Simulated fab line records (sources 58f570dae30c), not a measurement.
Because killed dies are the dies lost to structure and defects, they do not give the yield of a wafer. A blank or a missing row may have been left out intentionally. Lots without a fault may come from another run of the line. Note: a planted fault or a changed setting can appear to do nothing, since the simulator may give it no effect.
Comparing a struck lot with a sound one ; flow berkeley_cmos170 ; 20 out of 331 route steps
Sound: these wafers, L963.4, L963.5, L963.6. Wafers L950.3, L950.5, L950.6 were the ones struck. The cause is named last.
Per side, at each step with rows, come the tool, then ch with its chambers, and then its first start. Under that, the readings that differ: sound wafers ; struck wafers ; difference of the means ; sigmas: that difference in standard deviations of wafers without a fault.
alike: readings whose means differ by less than 2 such deviations, and words and numbers that are the same on both sides. not compared: withheld readings, readings that some wafer has no value for, bounds like >300 that may hide the same value, and numbers for which the record gives no deviation and whose values overlap.
The two part at a step that has a row with sigmas, a row that says differs or no value, or rows on one side only. When numbers do not overlap yet have no deviation, they are printed without sigmas and do not part them. Lack of a reading on every wafer of one side parts them only where that side has two or more wafers.

UCB170_M2_SPUTTER_01: material Al, target thk 900 nm, time 120 s.
  sound on pvd_sputter-04 at day 11 04:03; struck on pvd_sputter-01 at day 8 06:01
  alike: throttle_valve_pct
UCB170_M2_RS_MEAS_02: measurement is done with a four-point probe.
  sound on film_metro-01 at day 11 04:11; struck on film_metro-02 at day 8 06:08
  alike: M2_AL_RS
UCB170_M2_THK_MEAS_03: measures by xrf.
  sound on film_metro-01 at day 11 04:17; struck on film_metro-02 at day 8 06:14
  alike: M2_AL_THK
then, 3 steps without rows for these wafers: UCB170_M2_HMDS_04 (prime time 60 s); UCB170_M2_COAT_05 (resist thk 900 nm); UCB170_M2_SOFTBAKE_06 (time 60 s).
UCB170_M2_STRIP_07: strips in O2.
  sound on plasma_asher-03 ch 0,1, day 11 04:47; struck on plasma_asher-04 ch 0,1, day 8 06:46
reading;sound;struck;difference;sigmas
oes_product_au (a.u.);0.737 0.739 0.743;0.734 0.731 0.725;-0.010;-2
  alike: drypump_motor_current_A, strip_time_to_endpoint_s
  not compared: rf_hours_counter_h
then, 5 steps without rows for these wafers: UCB170_M2_STRIP_08 (strips KrF in DMSO, time 600 s); UCB170_M2_COAT_09; UCB170_M2_COAT_10 (resist thk 900 nm); UCB170_M2_SOFTBAKE_11 (time 60 s); UCB170_M2_EXPOSE_12 (exposes mask METAL2, target cd 700 nm).
UCB170_M2_PEB_13:
  sound on litho_track-03 ch 0, day 11 06:20; struck on litho_track-04 ch 0, day 8 09:31
  alike: chill_plate_temp_C, plate_temp_C
then, 1 step without rows for these wafers: UCB170_M2_DEVELOP_14 (develop time 45 s).
UCB170_M2_CD_MEAS_15 targets a cd of 700 nm.
  sound on cd_sem-01 at day 11 06:36; struck on cd_sem-01 at day 8 09:50
reading;sound;struck;difference;sigmas
cd_nm (nm);697.8 698.6 698.7;693.7 693.6 693.7;-4.7;-3
UCB170_M2_OVL_MEAS_16:
  sound on overlay-01 at day 11 06:41; struck on overlay-01 at day 8 09:56
  alike: M2_OVL
UCB170_M2_ETCH_17: etches BARC in N2/H2.
  sound on rie_diel-01 ch 1,2, day 11 06:42; struck on rie_diel-02 ch 0,1, day 8 09:58
reading;sound;struck;difference;sigmas
throttle_valve_pct (%);13.20 13.26 13.18;13.66 13.65 13.55;+0.41;+2
model.M2.cd_nm (nm);698.5 698.5 699.3;693.6 694.8 693.5;-4.8;
  alike: drypump_motor_current_A, oes_product_au
UCB170_M2_METAL_ETCH_18: etches Al in Cl2/BCl3, stops on SiO2, target depth 1170 nm, time 195 s.
  sound on rie_metal-02 ch 0,1, day 11 06:48; struck on rie_metal-02 ch 0,1, day 8 10:04
  alike: drypump_motor_current_A, oes_product_au, throttle_valve_pct
  not compared: rf_hours_counter_h, model.M2.cd_nm
UCB170_M2_STRIP_19: strips in O2.
  sound on plasma_asher-02 ch 0,1, day 11 06:58; struck on plasma_asher-03 ch 0,1, day 8 10:13
  alike: drypump_motor_current_A, oes_product_au
  not compared: rf_hours_counter_h
UCB170_M3_PROBE_99:
  rows exist in the record for the sound wafers here (prober-02, day 11 13:33), none for the struck ones

WHERE THEY PART
Last at UCB170_M3_PROBE_99 as far as this record goes, first at UCB170_M2_STRIP_07.

WHY: whatever the simulator had introduced
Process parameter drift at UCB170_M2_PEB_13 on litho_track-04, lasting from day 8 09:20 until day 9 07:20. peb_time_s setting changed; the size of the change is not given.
